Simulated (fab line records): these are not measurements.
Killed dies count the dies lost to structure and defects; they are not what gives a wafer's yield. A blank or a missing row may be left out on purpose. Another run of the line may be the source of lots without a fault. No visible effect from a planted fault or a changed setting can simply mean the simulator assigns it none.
What tool caused it? + flow rit-cmos + 21 wafers from 7 lots sampled at 2 of the route's 202 steps

== WHAT THE GAUGES READ, wafer by wafer ==
RIT_WELLDRIVE_RS_MEAS_01: measures by four-point-probe.
| lot  | measured    | on            | NWELL_RS (ohm/sq) |
|------|-------------|---------------|-------------------|
| L759 | day 2 14:49 | film-metro-02 | 275.2 275.5 275.5 |
| L761 | day 3 01:15 | film-metro-02 | 275.7 276.4 275.1 |
| L763 | day 3 10:17 | film-metro-03 | 275.4 275.8 275.8 |
| L766 | day 4 02:38 | film-metro-03 | 275.6 275.7 276.2 |
| L772 | day 5 08:25 | film-metro-04 | 276.0 275.6 276.0 |
| L774 | day 5 16:45 | film-metro-03 | 282.5 281.6 282.3 |
| L779 | day 6 18:17 | film-metro-03 | 275.9 276.6 276.1 |

== EACH LOT AND THE TOOL THAT RAN IT (in order: tool; ch and the chambers of the sampled wafers; start) ==
| lot  | RIT_NWELL_IMPLANT_08           |
|------|--------------------------------|
| L759 | implanter-03 ch 0, day 2 07:28 |
| L761 | implanter-02 ch 0, day 2 18:07 |
| L763 | implanter-02 ch 0, day 3 02:36 |
| L766 | implanter-02 ch 0, day 3 19:10 |
| L772 | implanter-02 ch 0, day 5 00:34 |
| L774 | implanter-02 ch 0, day 5 09:44 |
| L779 | implanter-03 ch 0, day 6 10:37 |
- RIT_NWELL_IMPLANT_08

== THE ANSWER, worked out from the rows above alone ==
Rule: the lots themselves supply what counts as usual. Put in order of their means at a reading, lots are off if they are a third of the lots or fewer, leave a main group of 4 or more, and stand apart from it by a gap of 3 or more times the standard deviation of the main group's means; of several such gaps the widest counts. The tables above print the reading to a certain number of digits; a main group whose means all agree to those digits is not used. Also off: a lot with no number at a reading for which 4 or more lots have one. The other lots that the step has rows for count as sound.
Off: at RIT_WELLDRIVE_RS_MEAS_01 (NWELL_RS), L774. Main group: mean 275.8 ohm/sq, sd 0.24.
If a tool, at a process step before that reading, ran all the lots that are off and no sound lot after the first of them, it fits. The gauges at RIT_WELLDRIVE_RS_MEAS_01 are tried like those tools. One fits: implanter-02 at RIT_NWELL_IMPLANT_08. Its last sound lot is L772 (day 5 00:34), its first lot that is off L774 (day 5 09:44): a fault that began between those two fits.

== WHAT THE SIMULATOR PUT IN ==
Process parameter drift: implanter-02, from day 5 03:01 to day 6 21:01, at RIT_NWELL_IMPLANT_08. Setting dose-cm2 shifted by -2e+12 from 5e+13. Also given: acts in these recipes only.
Struck lots among those shown: L774. This agrees with what the rule above found.
